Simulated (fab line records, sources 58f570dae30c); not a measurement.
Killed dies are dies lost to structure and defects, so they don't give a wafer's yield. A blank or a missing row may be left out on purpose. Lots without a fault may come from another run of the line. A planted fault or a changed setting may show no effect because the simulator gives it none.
Which tool did it? | flow berkeley_cmos170 | 11 lots, 33 wafers sampled, at 5 steps of a route of 331

WHAT THE GAUGES READ, wafer by wafer
UCB170_PWELL_THK_MEAS_06.
lot  | measured    | on            | PWELL_NITRIDE_THK (nm)
L721 | day 3 07:56 | film_metro-02 | 222.0 218.7 219.4
L722 | day 3 07:56 | film_metro-03 | 223.1 222.9 221.3
L723 | day 3 13:39 | film_metro-04 | 223.0 222.9 223.3
L724 | day 4 00:02 | film_metro-04 | 221.3 222.1 223.1
L725 | day 4 00:02 | film_metro-03 | 218.1 218.9 218.7
L727 | day 4 03:59 | film_metro-03 | 219.3 219.5 220.3
L729 | day 4 14:47 | film_metro-04 | 221.6 222.2 222.9
L731 | day 5 03:31 | film_metro-04 | 207.0 211.7 210.6 207.0 211.5 210.4
L733 | day 5 22:10 | film_metro-04 | 207.3 207.0 207.6 207.4 207.1 207.4
L735 | day 6 03:35 | film_metro-02 | 222.0 222.1 222.0
L739 | day 6 17:26 | film_metro-04 | 218.2 218.8 218.1

UCB170_V1_OVL_MEAS_13.
lot  | measured     | on         | V1_OVL (nm)
L721 | day 8 01:36  | overlay-02 | 2 0 0
L722 | day 8 01:25  | overlay-01 | 2 6 7
L723 | day 8 05:53  | overlay-02 | 6 2 4
L724 | day 8 13:24  | overlay-02 | 0 -1 -2
L725 | day 8 11:46  | overlay-01 | -5 -3 0
L727 | day 8 12:14  | overlay-02 | -8 -6 -3
L729 | day 9 01:08  | overlay-02 | -5 -3 -1
L731 | day 9 14:01  | overlay-02 | -3 -7 1
L733 | day 10 06:20 | overlay-01 | 4 5 0
L735 | day 10 06:34 | overlay-02 | 1 -4 2
L739 | day 11 08:17 | overlay-02 | 0 2 1

UCB170_M2_CD_MEAS_90: target cd 700 nm.
lot  | measured     | on        | cd_nm (nm)
L721 | day 8 05:38  | cd_sem-01 | 700.8 701.9 705.1
L722 | day 8 05:04  | cd_sem-01 | 698.3 701.0 701.5
L723 | day 8 10:13  | cd_sem-01 | 701.6 698.6 702.5
L724 | day 8 18:01  | cd_sem-02 | 700.0 704.0 704.8
L725 | day 8 17:24  | cd_sem-02 | 704.1 700.8 702.3
L727 | day 8 17:34  | cd_sem-01 | 705.5 699.6 703.1
L729 | day 9 04:28  | cd_sem-01 | 701.9 698.7 699.4
L731 | day 9 16:50  | cd_sem-01 | 698.1 700.1 701.8
L733 | day 10 09:25 | cd_sem-01 | 701.4 701.0 702.7
L735 | day 10 09:53 | cd_sem-01 | 698.8 701.4 702.1
L739 | day 11 11:16 | cd_sem-01 | 696.5 697.2 700.1

WHICH TOOL RAN EACH LOT (tool, then ch and the chambers of the sampled wafers, then the start)
lot  | UCB170_PWELL_CVD_05        | UCB170_CONTACT_ETCH_17
L721 | lpcvd-02 ch 0, day 3 06:01 | rie_diel-03 ch 0,2,3, day 7 17:43
L722 | lpcvd-02 ch 0, day 3 06:01 | rie_diel-02 ch 0,3, day 7 17:34
L723 | lpcvd-01 ch 0, day 3 11:44 | rie_diel-01 ch 0,1, day 7 21:37
L724 | lpcvd-02 ch 1, day 3 22:07 | rie_diel-03 ch 0,1, day 8 04:45
L725 | lpcvd-02 ch 0, day 3 22:07 | rie_diel-03 ch 0,1, day 8 02:29
L727 | lpcvd-02 ch 0, day 4 02:03 | rie_diel-02 ch 0,1,3, day 8 04:11
L729 | lpcvd-02 ch 0, day 4 12:52 | rie_diel-03 ch 0,1,2, day 8 15:20
L731 | lpcvd-01 ch 0, day 5 01:37 | rie_diel-02 ch 1,2, day 9 04:23
L733 | lpcvd-01 ch 0, day 5 20:16 | rie_diel-03 ch 0,1,3, day 9 20:59
L735 | lpcvd-02 ch 0, day 6 01:38 | rie_diel-02 ch 1,2, day 9 21:44
L739 | lpcvd-02 ch 0, day 6 15:29 | rie_diel-01 ch 1,2,3, day 10 23:08
- UCB170_PWELL_CVD_05: deposits Si3N4 from SiH2Cl2/NH3, target thk 220 nm, time 3300 s.
- UCB170_CONTACT_ETCH_17: etches BARC in N2/H2.

WHAT THE TOOLS THEMSELVES READ (means of the sampled wafers that have a number; where no wafer has one, the mark that the record gives instead)
UCB170_PWELL_CVD_05.
lot  | tool     | pressure_mtorr (mTorr)
L721 | lpcvd-02 | 200.2
L722 | lpcvd-02 | 199.8
L723 | lpcvd-01 | 200.0
L724 | lpcvd-02 | 200.0
L725 | lpcvd-02 | 200.2
L727 | lpcvd-02 | 200.0
L729 | lpcvd-02 | 200.2
L731 | lpcvd-01 | 160.7
L733 | lpcvd-01 | 160.0
L735 | lpcvd-02 | 199.8
L739 | lpcvd-02 | 200.4

UCB170_CONTACT_ETCH_17.
lot  | tool        | chamber_pressure_mTorr (mTorr) | drypump_motor_current_A (A) | oes_product_au (a.u.) | throttle_valve_pct (%)
L721 | rie_diel-03 | 29.990                         | 6.2                         | 1.003                 | 13.04
L722 | rie_diel-02 | 29.994                         | 6.1                         | 0.980                 | 13.29
L723 | rie_diel-01 | 29.997                         | 5.7                         | 0.986                 | 13.33
L724 | rie_diel-03 | 29.986                         | 6.1                         | 1.006                 | 13.11
L725 | rie_diel-03 | 30.009                         | 5.5                         | 1.004                 | 13.30
L727 | rie_diel-02 | 30.014                         | 6.0                         | 0.991                 | 13.21
L729 | rie_diel-03 | 29.994                         | 6.0                         | 0.992                 | 13.17
L731 | rie_diel-02 | 29.992                         | 5.8                         | 0.985                 | 13.04
L733 | rie_diel-03 | 29.984                         | 5.8                         | 1.004                 | 13.18
L735 | rie_diel-02 | 30.024                         | 5.8                         | 0.986                 | 13.06
L739 | rie_diel-01 | 29.985                         | 5.7                         | 0.999                 | 13.42

THE ANSWER, worked out from the rows above alone
Rule: what is usual is taken from the lots themselves. Put in order of their means at a reading, lots are off if they are a third of the lots or fewer, leave a main group of 4 or more, and stand apart from it by a gap of 3 or more times the standard deviation of the main group's means; of several such gaps the widest counts. A main group whose means are all the same, to the digits that the tables above print for the reading, isn't used. A lot without any number at a reading at which 4 lots or more have one is off too. The other lots that the step has rows for count as sound. The gauges are gone through in route order, then the tools' own readings, and for those a lot's mean is taken as printed above. The first step at which some lot is off is used, and at that step the reading that is off furthest; a lot without a number counts as furthest.
Off: L731, L733, at UCB170_PWELL_THK_MEAS_06 (PWELL_NITRIDE_THK). The main group: mean 221.0 nm, standard deviation 1.7.
A tool fits if, at a process step before that reading, it ran every lot that is off, and no sound lot after the first of them. The gauges at UCB170_PWELL_THK_MEAS_06 aren't tried: what is off there is off at UCB170_PWELL_CVD_05 too, on other tools, and a gauge's error can't cause that. One fits: lpcvd-01 at UCB170_PWELL_CVD_05. Its last sound lot is L723 (day 3 11:44), its first lot that is off L731 (day 5 01:37): a fault that began between those two fits.
The tool's own readings at UCB170_PWELL_CVD_05 bear it out: on the lots that are off they differ by more than 5 times the standard deviation of the sound lots' means. pressure_mtorr reads 160.3 mTorr there against 200.1 mTorr on the sound lots.

WHAT THE SIMULATOR HAD PUT IN
Process parameter drift: lpcvd-01, from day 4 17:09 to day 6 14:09, at UCB170_PWELL_CVD_05. Setting pressure_mtorr, moved by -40, from 200. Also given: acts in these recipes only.
Lots struck among those shown: L731, L733. The rule above found the same.
